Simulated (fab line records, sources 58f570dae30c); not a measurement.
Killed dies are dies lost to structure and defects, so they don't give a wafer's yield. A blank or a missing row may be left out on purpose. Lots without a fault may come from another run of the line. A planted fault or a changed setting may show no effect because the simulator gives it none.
Which tool did it? | flow berkeley_cmos170 | 7 lots, 21 wafers sampled, at 3 steps of a route of 331

WHAT THE GAUGES READ, wafer by wafer
UCB170_PWELL_THK_MEAS_03.
lot  | measured    | on            | PWELL_OXIDE_THK (nm)
L227 | day 3 00:41 | film_metro-01 | 26.7 26.3 26.7
L239 | day 5 13:15 | film_metro-01 | 25.7 26.4 26.0
L241 | day 5 18:18 | film_metro-02 | 26.5 26.0 26.1
L244 | day 6 17:40 | film_metro-01 | 25.4 25.1 25.6
L247 | day 7 01:11 | film_metro-01 | 27.3 26.9 27.9

WHICH TOOL RAN EACH LOT (tool, then ch and the chambers of the sampled wafers, then the start)
lot  | UCB170_START_ANNEAL_04       | UCB170_ZERO_ETCH_06
L227 | furnace-01 ch 0, day 2 02:28 | rie_diel-03 ch 0,2, day 2 04:52
L230 | furnace-01, day 2 10:49      | -
L232 | furnace-03, day 2 20:38      | -
L239 | furnace-04 ch 0, day 4 08:51 | rie_diel-03 ch 1,2,3, day 4 12:00
L241 | furnace-01 ch 0, day 4 16:51 | rie_diel-02 ch 2,3, day 4 19:42
L244 | furnace-04 ch 0, day 5 11:22 | rie_diel-02 ch 0,1,3, day 5 13:32
L247 | furnace-04 ch 0, day 6 02:44 | rie_diel-02 ch 0,1,3, day 6 05:13
- UCB170_START_ANNEAL_04: time 1200 s.
- UCB170_ZERO_ETCH_06: etches SiO2 in CHF3/CF4/Ar, time 12 s.

THE ANSWER, worked out from the rows above alone
Rule: what is usual is taken from the lots themselves. Put in order of their means at a reading, lots are off if they are a third of the lots or fewer, leave a main group of 4 or more, and stand apart from it by a gap of 3 or more times the standard deviation of the main group's means; of several such gaps the widest counts. A main group whose means are all the same, to the digits that the tables above print for the reading, isn't used. A lot without any number at a reading at which 4 lots or more have one is off too. The other lots that the step has rows for count as sound.
No lot is off at any reading shown: from this, nothing can be told.

WHAT THE SIMULATOR HAD PUT IN
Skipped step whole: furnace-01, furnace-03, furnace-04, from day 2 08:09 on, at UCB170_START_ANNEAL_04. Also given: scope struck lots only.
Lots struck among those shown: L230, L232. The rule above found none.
